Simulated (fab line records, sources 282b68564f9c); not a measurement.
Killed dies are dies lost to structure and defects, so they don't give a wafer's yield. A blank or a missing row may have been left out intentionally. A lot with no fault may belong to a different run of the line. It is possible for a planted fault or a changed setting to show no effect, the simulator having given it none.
fab line records    flow rit_cmos
record: lots: 5  wafers: 15  last_day: 8
route steps=202 shown M1@194
lots that met no fault: from a run of the same line without faults
start_h: hours from the record's opening day to when the first of the lot's shown wafers began    wait_h: hours since the lot's step before    " unchanged from the row above    L1.1+2: a row that stands for several wafers    - no value, or no start given    * or withheld: withheld    < > ~ a bound
route shown NAME@n: a module of which the file shows steps, and the number in the route of the first    usual: the fault-free wafers' mean and standard deviation    same: alike in all rows    chamber/n: place in a boat    sites: readings site by site    _std_site: their standard deviation    _edge_site: inner sites' mean taken away from outer sites' mean    radius_mm: for every site, how far away it sits from the centre of the wafer    mask NAME#n: copy n    behind: the last tool/chamber to shape the wafer    hold: why the lot was held/for how many hours/how that ended    device: whichever transistor did not switch (one of n, p or np)    end of line: tests of these same wafers at the route's end    step lacking rows: just its recipe    killed: count of dies lost to structure and defects at first sort (not the wafer's yield)    map: a wafer's dies, marking killed ones x, the rest . and places with no die _
set.NAME: the setting as run; set.NAME@STEP: as run at that earlier step    model.NAME: the simulator's own value behind a step, which no gauge read
lots at some steps of the route; a table a step, a row a wafer
services: the hour from which a tool's chamber was out of use, counted from the record's first day as start_h (under 0 if before that day), plus the number of hours and why
== steps ==
step: RIT_M1_OVL_MEAS_10
usual: M1_OVL: 0.3/1.4
lot.wafer  tool        chamber  start_h  wait_h  M1_OVL[nm]
L075.2     overlay-01  -        60.82    0.1     0.5
L075.4     "           -        "        "       0.8
L075.6     "           -        "        "       -0.6
L077.1     overlay-02  -        76.78    0.1     -1.9
L077.2     "           -        "        "       -1.4
L077.3     "           -        "        "       -1.0
L084.1     overlay-01  -        114.95   0.1     -2.0
L084.3     "           -        "        "       -1.5
L084.6     "           -        "        "       -1.7
L087.2     overlay-01  -        126.39   0.1     -1.5
L087.4     "           -        "        "       -0.2
L087.6     "           -        "        "       -1.6
L095.2     overlay-01  -        179.31   0.1     1.3
L095.5     "           -        "        "       1.8
L095.6     "           -        "        "       -1.0
step: RIT_M1_HARDBAKE_11
recipe: resist: NOVOLAK  temp_c: 140  time_s: 120
same: time_s: 120
lot.wafer   tool            chamber  start_h  wait_h
L075.2+4+6  litho_track-02  0        60.89    0.1
L077.1+2+3  litho_track-04  0        76.82    0.0
L084.1+3+6  litho_track-04  0        114.99   0.0
L087.2+4+6  litho_track-03  0        126.46   0.1
L095.2+5+6  litho_track-04  0        179.38   0.1
step: RIT_M1_METAL_ETCH_12
recipe: stop_on: SiO2  chemistry: Cl2/BCl3  target: Al  time_s: 165  over_etch_frac: 0.5  pressure_mtorr: 100  target_depth_a: 6000  rf_w: 250  Cl2_flow_sccm: 60  bcl3_flow_sccm: 50
usual: drypump_motor_current_A: 5.9/0.38  he_backside_leak_sccm: 3.4/0.31  mfc_cl2_sccm: 59.99/0.18  oes_product_au: 0.768/0.012  throttle_valve_pct: 8.32/0.08
same: time_s: 165
lot.wafer  tool          chamber  start_h  wait_h  drypump_motor_current_A  he_backside_leak_sccm  mfc_cl2_sccm  oes_product_au  rf_hours_counter_h  throttle_valve_pct
L075.2     rie_metal-02  1        61.10    0.2     5.9                      3.3                    60.02         0.748           2                   8.38
L075.4     "             0        "        "       6.1                      3.4                    59.87         0.774           -                   8.34
L075.6     "             1        "        "       5.9                      3.7                    60.20         0.750           -                   8.38
L077.1     rie_metal-04  1        77.07    0.2     5.0                      3.5                    59.76         0.765           1                   8.23
L077.2     "             0        "        "       6.2                      3.3                    60.14         0.762           1                   8.19
L077.3     "             1        "        "       5.0                      3.5                    59.96         0.759           -                   8.23
L084.1     rie_metal-02  0        115.24   0.2     6.1                      3.5                    60.00         0.781           3                   8.34
L084.3     "             1        "        "       5.9                      3.1                    59.92         0.751           -                   8.36
L084.6     "             0        "        "       6.1                      3.4                    59.89         0.773           -                   8.31
L087.2     rie_metal-02  1        126.67   0.2     5.9                      3.9                    59.69         0.747           3                   8.38
L087.4     "             1        "        "       5.9                      3.7                    59.95         0.735           -                   8.38
L087.6     "             0        "        "       6.1                      3.3                    59.80         0.775           -                   8.32
L095.2     rie_metal-03  0        179.59   0.2     5.9                      3.2                    59.72         0.781           0                   8.31
L095.5     "             1        "        "       6.2                      3.2                    60.10         0.769           -                   8.42
L095.6     "             0        "        "       6.0                      3.1                    60.13         0.773           -                   8.32
step: RIT_M1_STRIP_13
recipe: chemistry: nmp  resist: NOVOLAK  temp_c: 80  time_s: 600  dry: n2_spin
usual: temp_c: 79.97/0.12
same: time_s: 600
lot.wafer  tool          chamber  start_h  wait_h  temp_c
L075.2     wet_bench-03  2        61.26    0.1     79.88
L075.4     "             2        "        "       79.98
L075.6     "             2        "        "       80.00
L077.1     wet_bench-02  3        77.23    0.1     79.86
L077.2     "             3        "        "       79.86
L077.3     "             3        "        "       80.02
L084.1     wet_bench-01  2        115.40   0.1     79.85
L084.3     "             2        "        "       79.80
L084.6     "             2        "        "       79.86
L087.2     wet_bench-02  1        126.83   0.1     80.02
L087.4     "             1        "        "       80.02
L087.6     "             1        "        "       80.11
L095.2     wet_bench-02  1        179.76   0.1     80.01
L095.5     "             1        "        "       79.99
L095.6     "             1        "        "       79.92
step: RIT_M1_STRIP_14
recipe: chemistry: O2  time_s: 180  platen_temp_c: withheld  power_w: 500  pressure_mtorr: 4000  o2_flow_sccm: 4000
usual: drypump_motor_current_A: 5.7/0.52  rf_refl_power_W: 6.5/1.4
same: time_s: 180
lot.wafer  tool             chamber  start_h  wait_h  drypump_motor_current_A  rf_hours_counter_h  rf_refl_power_W
L075.2     plasma_asher-03  1        61.44    0.0     5.0                      27                  7.6
L075.4     "                0        "        "       6.2                      -                   5.6
L075.6     "                1        "        "       5.0                      -                   7.5
L077.1     plasma_asher-03  1        77.40    0.0     5.0                      29                  7.4
L077.2     "                0        "        "       6.3                      29                  5.7
L077.3     "                1        "        "       5.0                      -                   7.4
L084.1     plasma_asher-02  0        115.68   0.1     6.6                      48                  8.3
L084.3     "                1        "        "       5.4                      -                   4.1
L084.6     "                0        "        "       6.6                      -                   8.2
L087.2     plasma_asher-01  1        127.01   0.0     5.9                      1                   7.9
L087.4     "                0        "        "       5.4                      -                   5.1
L087.6     "                0        "        "       5.4                      -                   5.1
L095.2     plasma_asher-01  1        179.95   0.0     6.0                      6                   7.7
L095.5     "                0        "        "       5.4                      -                   5.1
L095.6     "                1        "        "       6.0                      -                   7.9
step: RIT_M1_CD_MEAS_90
recipe: target_cd_nm: 2600
usual: cd_nm: 2599.5/2.3
lot.wafer  tool       chamber  start_h  wait_h  cd_nm
L075.2     cd_sem-02  -        61.63    0.1     2600.2
L075.4     "          -        "        "       2604.8
L075.6     "          -        "        "       2601.9
L077.1     cd_sem-01  -        77.58    0.1     2599.4
L077.2     "          -        "        "       2599.2
L077.3     "          -        "        "       2601.3
L084.1     cd_sem-01  -        115.85   0.1     2599.6
L084.3     "          -        "        "       2598.4
L084.6     "          -        "        "       2600.8
L087.2     cd_sem-01  -        127.20   0.1     2595.2
L087.4     "          -        "        "       2596.2
L087.6     "          -        "        "       2598.9
L095.2     cd_sem-01  -        180.14   0.1     2596.9
L095.5     "          -        "        "       2600.0
L095.6     "          -        "        "       2599.6
step: RIT_M1_ANNEAL_15
recipe: temp_c: 450  time_s: 1800  ambient: forming_gas_H2N2
usual: spike_tc_load_C: 473.0/1.1  zone_power_centre_pct: 20.11/0.19
same: time_s: 1800
lot.wafer  tool        chamber  start_h  wait_h  spike_tc_load_C  zone_power_centre_pct
L075.2     furnace-02  0        61.73    0.1     472.7            20.10
L075.4     "           0        "        "       472.5            19.99
L075.6     "           0        "        "       471.2            19.62
L077.1     furnace-02  0        77.70    0.1     473.7            20.35
L077.2     "           0        "        "       473.3            20.16
L077.3     "           0        "        "       473.5            20.09
L084.1     furnace-02  0        115.97   0.1     473.7            20.06
L084.3     "           0        "        "       472.5            20.05
L084.6     "           0        "        "       473.1            20.31
L087.2     furnace-02  0        127.30   0.1     473.8            20.13
L087.4     "           0        "        "       475.8            20.08
L087.6     "           0        "        "       472.5            19.98
L095.2     furnace-02  0        180.29   0.1     472.4            19.96
L095.5     "           0        "        "       470.6            19.72
L095.6     "           0        "        "       473.3            20.20
step: RIT_M1_BOW_MEAS_16
recipe: mode: bow
usual: M1_BOW: 18/7.4
lot.wafer  tool           chamber  start_h  wait_h  M1_BOW[um]
L075.2     film_metro-02  -        63.25    0.0     10
L075.4     "              -        "        "       25
L075.6     "              -        "        "       15
L077.1     film_metro-03  -        79.20    0.0     13
L077.2     "              -        "        "       2
L077.3     "              -        "        "       9
L084.1     film_metro-03  -        117.47   0.0     15
L084.3     "              -        "        "       33
L084.6     "              -        "        "       17
L087.2     film_metro-02  -        128.82   0.0     13
L087.4     "              -        "        "       19
L087.6     "              -        "        "       33
L095.2     film_metro-02  -        181.81   0.0     13
L095.5     "              -        "        "       22
L095.6     "              -        "        "       32
step: RIT_M1_PROBE_99
usual: defect_limited_yield: 97.2/1.2  killed_at_contacts: 0.1/0.24  killed_at_front_end: 7/3.1  killed_dies: 7/3.1  killed_open: 3.3/1.9  killed_short: 3.9/2.1  sort_bin_3_pad_short: 0.2/0.28  sort_bin_5_function: 1.6/0.85  sort_bin_6_memory: 1.0/0.59  sort_n_pass: 257/3.1  sort_yield_pct: 97.2/1.2
same: gross_dies: 264  killed_at_M0_to_M3: 0  killed_at_M4_up: 0  killed_at_back_side: 0  killed_at_other: 0
lot.wafer  tool       chamber  start_h  wait_h  defect_limited_yield[%]  killed_at_contacts  killed_at_front_end  killed_dies  killed_open  killed_short  sort_bin_3_pad_short[%]  sort_bin_5_function[%]  sort_bin_6_memory[%]  sort_n_pass  sort_yield_pct[%]
L075.2     prober-02  -        63.40    0.1     98.1                     0                   5                    5            2            2             0                        0.8                     1.1                   259          98.1
L075.4     prober-02  -        63.50    0.2     98.5                     0                   4                    4            2            2             0.4                      1.1                     0                     260          98.5
L075.6     prober-02  -        63.60    0.2     97.0                     0                   8                    8            4            4             0                        1.9                     1.1                   256          97.0
L077.1     prober-02  -        79.32    0.1     95.5                     0                   12                   12           5            7             0                        2.7                     1.9                   252          95.5
L077.2     prober-02  -        79.37    0.1     98.5                     0                   4                    4            1            3             0                        1.1                     0.4                   260          98.5
L077.3     prober-02  -        79.42    0.2     96.2                     0                   10                   10           8            2             0                        2.3                     1.5                   254          96.2
L084.1     prober-01  -        117.59   0.1     98.9                     0                   3                    3            1            2             0                        0.8                     0.4                   261          98.9
L084.3     prober-01  -        117.69   0.2     95.1                     0                   13                   13           6            5             0                        3.4                     1.5                   251          95.1
L084.6     prober-01  -        117.84   0.2     95.5                     1                   11                   12           3            8             0.4                      2.3                     1.9                   252          95.5
L087.2     prober-02  -        128.97   0.1     97.7                     0                   6                    6            4            2             0                        1.9                     0.4                   258          97.7
L087.4     prober-02  -        129.07   0.2     97.3                     0                   7                    7            6            1             0                        0.4                     2.3                   257          97.3
L087.6     prober-02  -        129.17   0.2     97.7                     0                   6                    6            3            3             0                        0.8                     1.5                   258          97.7
L095.2     prober-02  -        181.96   0.1     99.2                     0                   2                    2            1            1             0                        0.4                     0.4                   262          99.2
L095.5     prober-02  -        182.11   0.2     97.7                     0                   6                    6            0            6             0.8                      0.8                     0.8                   258          97.7
L095.6     prober-02  -        182.16   0.2     97.7                     0                   6                    6            2            4             0                        2.3                     0                     258          97.7
killed by level:class
L075.2 GATE:geometric_particle:short=2 GATE:geometric_particle:open=1 SPACER:geometric_particle:open=1 PWELL:coat_microbubble_printed=1
L075.4 GATE:geometric_particle:short=2 GATE:geometric_particle:open=1 SPACER:geometric_particle:open=1
L075.6 GATE:geometric_particle:open=2 REOX:geometric_particle:short=2 REOX:geometric_particle:open=1 SPACER:geometric_particle:short=1 SILICIDE:geometric_particle:short=1 SILICIDE:geometric_particle:open=1
L077.1 FOX1:geometric_particle:short=4 FOX1:geometric_particle:open=4 REOX:geometric_particle:short=2 REOX:geometric_particle:open=1 SILICIDE:geometric_particle:short=1
L077.2 FOX1:geometric_particle:short=2 FOX2:geometric_particle:open=1 REOX:geometric_particle:short=1
L077.3 GATE:geometric_particle:open=4 REOX:geometric_particle:short=2 FOX1:geometric_particle:open=1 FOX2:geometric_particle:open=1 REOX:geometric_particle:open=1 SILICIDE:geometric_particle:open=1
L084.1 GATE:geometric_particle:short=1 SPACER:geometric_particle:open=1 SILICIDE:geometric_particle:short=1
L084.3 GATE:geometric_particle:short=3 SPACER:geometric_particle:open=2 SILICIDE:geometric_particle:open=2 FOX1:geometric_particle:short=1 FOX2:geometric_particle:short=1 FOX2:geometric_particle:open=1 GATE:geometric_particle:open=1 NRETRO:coat_microbubble_printed=1
L084.6 GATE:geometric_particle:short=3 SPACER:geometric_particle:open=2 SILICIDE:geometric_particle:short=2 FOX1:geometric_particle:open=1 FOX1:geometric_particle:short=1 SPACER:geometric_particle:short=1 CONTACT:geometric_particle:short=1 PRETRO:coat_microbubble_printed=1
L087.2 GATE:geometric_particle:open=3 FOX1:geometric_particle:open=1 GATE:geometric_particle:short=1 SPACER:geometric_particle:short=1
L087.4 FOX1:geometric_particle:open=3 FOX1:geometric_particle:short=1 GATE:geometric_particle:open=1 SPACER:geometric_particle:open=1 SILICIDE:geometric_particle:open=1
L087.6 GATE:geometric_particle:open=2 GATE:geometric_particle:short=2 FOX1:geometric_particle:open=1 SPACER:geometric_particle:short=1
L095.2 FOX2:geometric_particle:short=1 REOX:geometric_particle:open=1
L095.5 GATE:geometric_particle:short=4 FOX1:geometric_particle:short=1 FOX2:geometric_particle:short=1
L095.6 FOX1:geometric_particle:short=2 REOX:geometric_particle:short=2 FOX1:geometric_particle:open=1 FOX2:geometric_particle:open=1
== services ==
tool             chamber  start_h  hours  kind
plasma_asher-02  -        44.58    1.2    repair
wet_bench-01     -        46.24    33.6   pm
rie_metal-02     -        51.33    0.4    repair
rie_metal-03     -        51.51    2.1    repair
rie_metal-04     1        53.84    2.2    repair
rie_metal-03     1        55.42    9.3    repair
plasma_asher-02  -        92.16    14.6   pm
wet_bench-01     -        108.21   1.2    repair
plasma_asher-01  -        108.75   9.0    pm
plasma_asher-01  0        108.75   9.0    vent_cycle
plasma_asher-01  1        108.75   9.0    vent_cycle
plasma_asher-03  -        112.93   2.7    repair
rie_metal-02     -        113.42   0.6    repair
plasma_asher-01  0        117.75   -      clean
plasma_asher-01  1        117.75   -      clean
rie_metal-03     1        118.97   20.8   repair
rie_metal-03     -        136.12   20.0   pm
rie_metal-03     0        136.12   20.0   vent_cycle
rie_metal-03     1        136.12   20.0   vent_cycle
rie_metal-04     1        152.64   8.5    repair
rie_metal-03     -        155.65   0.4    repair
rie_metal-03     0        156.12   -      clean
rie_metal-04     -        156.57   28.1   pm
plasma_asher-02  -        168.22   6.6    repair
== key ==
fault none
